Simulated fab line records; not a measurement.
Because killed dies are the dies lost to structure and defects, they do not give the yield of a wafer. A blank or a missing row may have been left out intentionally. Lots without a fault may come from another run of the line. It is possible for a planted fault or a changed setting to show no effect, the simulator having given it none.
What tool caused it? ; flow rit-cmos ; 14 lots with 42 wafers sampled at 2 steps, on a route of 202 steps

WHAT THE GAUGES READ, wafer by wafer
RIT_M1_CD_MEAS_90: target cd 2600 nm.
lot;measured;on;cd-nm (nm)
L394;day 3 08:44;cd-sem-01;2600 2604 2607
L395;day 3 13:34;cd-sem-02;2600 2601 2605
L396;day 3 20:16;cd-sem-02;2600 2600 2599
L397;day 4 00:26;cd-sem-02;2600 2606 2605
L398;day 4 05:13;cd-sem-01;2596 2605 2604
L399;day 4 09:04;cd-sem-02;2600 2600 2600
L401;day 4 19:19;cd-sem-02;2601 2605 2599
L402;day 4 23:57;cd-sem-01;2602 2581 2603 2602 2581 2602
L405;day 5 15:11;cd-sem-01;2579 2599 2598 2580 2599 2598
L407;day 6 00:47;cd-sem-01;2604 2604 2606
L409;day 6 09:44;cd-sem-02;2601 2600 2602
L411;day 6 20:34;cd-sem-01;2605 2604 2605
L416;day 7 20:47;cd-sem-02;2604 2605 2604
L417;day 8 04:36;cd-sem-02;2598 2596 2598

WHAT TOOL EACH LOT RAN ON (gives the tool, then ch and the chambers of the sampled wafers, and finally the start)
lot;RIT_M1_METAL_ETCH_12
L394;rie-metal-01 ch 0,1, day 3 08:10
L395;rie-metal-02 ch 0,1, day 3 13:04
L396;rie-metal-03 ch 0,1, day 3 19:44
L397;rie-metal-01 ch 0,1, day 3 23:55
L398;rie-metal-02 ch 0,1, day 4 04:42
L399;rie-metal-03 ch 0,1, day 4 08:34
L401;rie-metal-02 ch 0,1, day 4 18:47
L402;rie-metal-03 ch 0,1, day 4 23:25
L405;rie-metal-03 ch 0,1, day 5 14:40
L407;rie-metal-02 ch 0,1, day 6 00:15
L409;rie-metal-01 ch 0,1, day 6 09:13
L411;rie-metal-02 ch 0,1, day 6 20:04
L416;rie-metal-02 ch 0, day 7 20:17
L417;rie-metal-03 ch 0,1, day 8 04:04
- RIT_M1_METAL_ETCH_12: etches Al in Cl2/BCl3, stops on SiO2, time 165 s, target depth 600 nm.

WHAT THE TOOLS THEMSELVES READ (means of the sampled wafers that have a number; where no wafer has one, the mark that the record gives instead)
RIT_M1_METAL_ETCH_12.
lot;tool;chamber-pressure-mTorr (mTorr);drypump-motor-current-A (A);oes-product-au (a.u.);rf-fwd-power-W (W);throttle-valve-pct (%)
L394;rie-metal-01;100.04;5.3;0.773;249.0;8.17
L395;rie-metal-02;100.05;6.0;0.800;248.8;8.29
L396;rie-metal-03;100.05;5.4;0.783;248.1;8.27
L397;rie-metal-01;100.03;5.3;0.771;249.0;8.17
L398;rie-metal-02;100.04;5.9;0.790;248.8;8.26
L399;rie-metal-03;100.00;5.0;0.784;249.0;8.25
L401;rie-metal-02;99.97;6.0;0.801;249.9;8.29
L402;rie-metal-03;100.00;5.0;0.771;281.8;8.25
L405;rie-metal-03;99.95;5.0;0.766;282.2;8.26
L407;rie-metal-02;99.97;5.9;0.785;249.0;8.26
L409;rie-metal-01;100.04;5.6;0.769;249.3;8.21
L411;rie-metal-02;100.00;5.8;0.790;248.0;8.26
L416;rie-metal-02;100.00;5.7;0.770;248.5;8.22
L417;rie-metal-03;100.03;5.4;0.782;248.5;8.27

THE ANSWER, worked out from the rows above alone
Rule: usual is defined by the lots themselves. Put in order of their means at a reading, lots are off if they are a third of the lots or fewer, leave a main group of 4 or more, and stand apart from it by a gap of 3 or more times the standard deviation of the main group's means; of several such gaps the widest counts. Not used: any main group whose means are identical at the precision the tables above print for the reading. Also off: a lot with no number at a reading for which 4 or more lots have one. Where the step has rows for the other lots, those lots are counted as sound. First the gauges in route order, then the tools' own readings, where a lot's mean is used as printed above. At the first step where some lot is off, the reading lying furthest off is the one used; lots without a number count as furthest.
Off at RIT_M1_METAL_ETCH_12 (rf-fwd-power-W): L402, L405. Mean 248.8 W and standard deviation 0.49 in the main group.
A tool fits if, at that step or a process step before it, it ran every lot that is off, and no sound lot after the first of them. No candidate that was tried fits.

WHAT THE SIMULATOR HAD PUT IN
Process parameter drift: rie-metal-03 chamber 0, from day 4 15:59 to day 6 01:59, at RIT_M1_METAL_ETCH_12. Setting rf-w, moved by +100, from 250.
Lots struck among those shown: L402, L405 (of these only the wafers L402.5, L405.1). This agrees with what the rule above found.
